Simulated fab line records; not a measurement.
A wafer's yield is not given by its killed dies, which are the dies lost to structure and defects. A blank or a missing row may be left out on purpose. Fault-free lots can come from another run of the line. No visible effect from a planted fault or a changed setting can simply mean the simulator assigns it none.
Which of the tools did it? ; flow berkeley_cmos170 ; 14 lots, 42 wafers sampled, at 1 step of a route of 331

== WHAT THE GAUGES READ, wafer by wafer ==
The record holds no reading of a measuring or inspecting step that can be judged against a usual standard deviation.

== EACH LOT AND THE TOOL THAT RAN IT (in order: tool; ch and the chambers of the sampled wafers; start) ==
lot;UCB170_PWELL_IMPLANT_15
L534;implanter-03 ch 0, day 2 22:50
L536;implanter-01 ch 0, day 3 13:25
L539;implanter-02 ch 0, day 4 06:43
L540;implanter-01 ch 0, day 4 10:26
L541;implanter-01 ch 0, day 4 14:41
L543;implanter-03 ch 0, day 4 21:29
L544;implanter-02 ch 0, day 4 22:05
L545;implanter-03 ch 0, day 5 08:56
L547;implanter-01 ch 0, day 5 15:21
L552;implanter-01 ch 0, day 6 15:22
L551;implanter-03 ch 0, day 6 15:31
L554;implanter-03 ch 0, day 7 05:34
L553;implanter-03 ch 0, day 7 05:40
L555;implanter-02 ch 0, day 7 10:14
- UCB170_PWELL_IMPLANT_15

== WHAT THE TOOLS THEMSELVES READ (means of the sampled wafers that have a number; where no wafer has one, the mark that the record gives instead) ==
UCB170_PWELL_IMPLANT_15. Usual: beam_energy_keV 60.000, standard deviation 0.02; dose_ions_cm2 5.001e+12, standard deviation 5.6e+09.
lot;tool;beam_energy_keV;dose_ions_cm2;flag
L534;implanter-03;59.983;4.996e+12;
L536;implanter-01;59.981;5.002e+12;
L539;implanter-02;60.008;4.996e+12;
L540;implanter-01;60.016;4.992e+12;
L541;implanter-01;59.996;5.003e+12;
L543;implanter-03;60.033;5.000e+12;
L544;implanter-02;60.003;5.000e+12;
L545;implanter-03;59.991;5.004e+12;
L547;implanter-01;59.994;5.005e+12;
L552;implanter-01;60.018;4.998e+12;
L551;implanter-03;59.999;4.998e+12;
L554;implanter-03;61.306;5.008e+12;OFF
L553;implanter-03;61.318;5.000e+12;OFF
L555;implanter-02;59.989;4.997e+12;

== THE ANSWER, worked out from the rows above alone ==
Rule: take the mean of a lot's wafers that have a number; if it is more than 3 standard deviations from the usual mean, the lot is off. A lot without any number at a reading at which 4 lots or more have one is off too. The other lots that the step has rows for count as sound. Order of review: gauges by route order, followed by the tools' own readings, for which a lot's mean as printed above is used. At the first step where some lot is off, the reading lying furthest off is the one used; lots without a number count as furthest.
Off, at UCB170_PWELL_IMPLANT_15 on beam_energy_keV: L554, L553.
A tool fits if, at that step or a process step before it, it ran every lot that is off, and no sound lot after the first of them. One fits: implanter-03 at UCB170_PWELL_IMPLANT_15. A fault onset in the window from L551 (day 6 15:31, its last sound lot) to L554 (day 7 05:34, its first lot off) fits.
On the lots that are off, the tool's own readings at UCB170_PWELL_IMPLANT_15 differ by more than 5 times the standard deviation of the sound lots' means, which bears it out; beam_energy_keV reads 61.312 there versus 60.001 on the sound lots.

== WHAT THE SIMULATOR HAD PUT IN ==
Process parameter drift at UCB170_PWELL_IMPLANT_15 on implanter-03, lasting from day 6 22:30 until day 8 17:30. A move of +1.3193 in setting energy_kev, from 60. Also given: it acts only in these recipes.
Shown lots that were struck: L554, L553. The rule given above showed the same thing.
